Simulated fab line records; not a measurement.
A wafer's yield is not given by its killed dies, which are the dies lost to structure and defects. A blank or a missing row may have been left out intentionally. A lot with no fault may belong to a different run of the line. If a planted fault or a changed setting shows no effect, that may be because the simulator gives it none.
Which tool was responsible?	flow berkeleyCmos170	42 wafers from 14 lots sampled at 2 of the route's 331 steps

## WHAT THE GAUGES READ, wafer by wafer
UCB170_PFIELD_TW_MEAS_09.
lot	measured	on	PFIELD_TW
L292	day 4 21:32	filmMetro-04	615 615 614
L294	day 5 07:49	filmMetro-01	591 595 593
L293	day 5 08:03	filmMetro-04	611 611 614
L295	day 5 08:17	filmMetro-01	591 591 593
L297	day 5 19:10	filmMetro-03	602 602 597
L296	day 5 19:19	filmMetro-04	613 615 613
L299	day 6 06:11	filmMetro-03	605 600 603
L304	day 7 09:21	filmMetro-03	550 547 551
L305	day 7 09:29	filmMetro-04	551 557 554
L306	day 7 22:37	filmMetro-04	605 606 607
L309	day 8 15:14	filmMetro-01	597 594 594
L312	day 9 16:19	filmMetro-03	603 603 600
L313	day 10 00:58	filmMetro-03	605 601 606
L315	day 10 01:28	filmMetro-04	609 611 611

## WHAT TOOL EACH LOT RAN ON (gives the tool, then ch and the chambers of the sampled wafers, and finally the start)
lot	UCB170_PFIELD_IMPLANT_07
L292	implanter-01 ch 0, day 4 21:17
L294	implanter-01 ch 0, day 5 07:36
L293	implanter-04 ch 0, day 5 07:48
L295	implanter-01 ch 0, day 5 08:02
L297	implanter-01 ch 0, day 5 18:55
L296	implanter-02 ch 0, day 5 19:04
L299	implanter-02 ch 0, day 6 05:58
L304	implanter-01 ch 0, day 7 09:07
L305	implanter-01 ch 0, day 7 09:14
L306	implanter-02 ch 0, day 7 22:22
L309	implanter-02 ch 0, day 8 14:59
L312	implanter-02 ch 0, day 9 16:04
L313	implanter-02 ch 0, day 10 00:34
L315	implanter-02 ch 0, day 10 01:09
- UCB170_PFIELD_IMPLANT_07

## AS READ BY THE TOOLS THEMSELVES (means over the sampled wafers that have a number; for cases with no such wafer, the mark the record gives instead)
UCB170_PFIELD_IMPLANT_07.
lot	tool	doseIonsCm2	faradayCurrentUA
L292	implanter-01	2e+13	62.6
L294	implanter-01	2e+13	64.3
L293	implanter-04	2e+13	64.2
L295	implanter-01	2e+13	63.6
L297	implanter-01	2e+13	62.8
L296	implanter-02	2e+13	63.5
L299	implanter-02	2e+13	63.2
L304	implanter-01	1e+13	46.5
L305	implanter-01	1e+13	46.8
L306	implanter-02	2e+13	64.1
L309	implanter-02	2e+13	63.2
L312	implanter-02	2e+13	65.3
L313	implanter-02	2e+13	62.4
L315	implanter-02	2e+13	64.9

## THE ANSWER, worked out from the rows above alone
Rule: what is usual is taken from the lots themselves. Put in order of their means at a reading, lots are off if they are a third of the lots or fewer, leave a main group of 4 or more, and stand apart from it by a gap of 3 or more times the standard deviation of the main group's means; of several such gaps the widest counts. A main group is skipped when, at the precision printed for the reading in the tables above, its means are all equal. A lot without any number at a reading at which 4 lots or more have one is off too. Any other lot the step has rows for is counted as sound. The gauges are gone through in route order, then the tools' own readings, and for those a lot's mean is taken as printed above. The first step at which some lot is off is used, and at that step the reading that is off furthest; a lot without a number counts as furthest.
Off: at UCB170_PFIELD_TW_MEAS_09 (PFIELD_TW), L304, L305. The main group has a mean of 604 with a standard deviation of 7.6.
A tool fits if, at a process step before that reading, it ran every lot that is off, and no sound lot after the first of them. Not tried: the gauges at UCB170_PFIELD_TW_MEAS_09; whatever is off there is also off at UCB170_PFIELD_IMPLANT_07, on other tools, and gauge error can't account for it. One fits: UCB170_PFIELD_IMPLANT_07 on implanter-01. Its last sound lot is L297 (day 5 18:55), its first lot that is off L304 (day 7 09:07): a fault that began between those two fits.
The tool's own readings at UCB170_PFIELD_IMPLANT_07 bear it out: on the lots that are off they differ by more than 5 times the standard deviation of the sound lots' means. doseIonsCm2 reads 1e+13 there against 2e+13 on the sound lots; faradayCurrentUA reads 46.6 there against 63.7 on the sound lots.

## WHAT HAD BEEN PUT IN BY THE SIMULATOR
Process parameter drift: implanter-01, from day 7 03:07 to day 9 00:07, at UCB170_PFIELD_IMPLANT_07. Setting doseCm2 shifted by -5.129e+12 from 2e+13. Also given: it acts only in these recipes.
Struck lots among those shown: L304, L305. Same finding as the rule above.
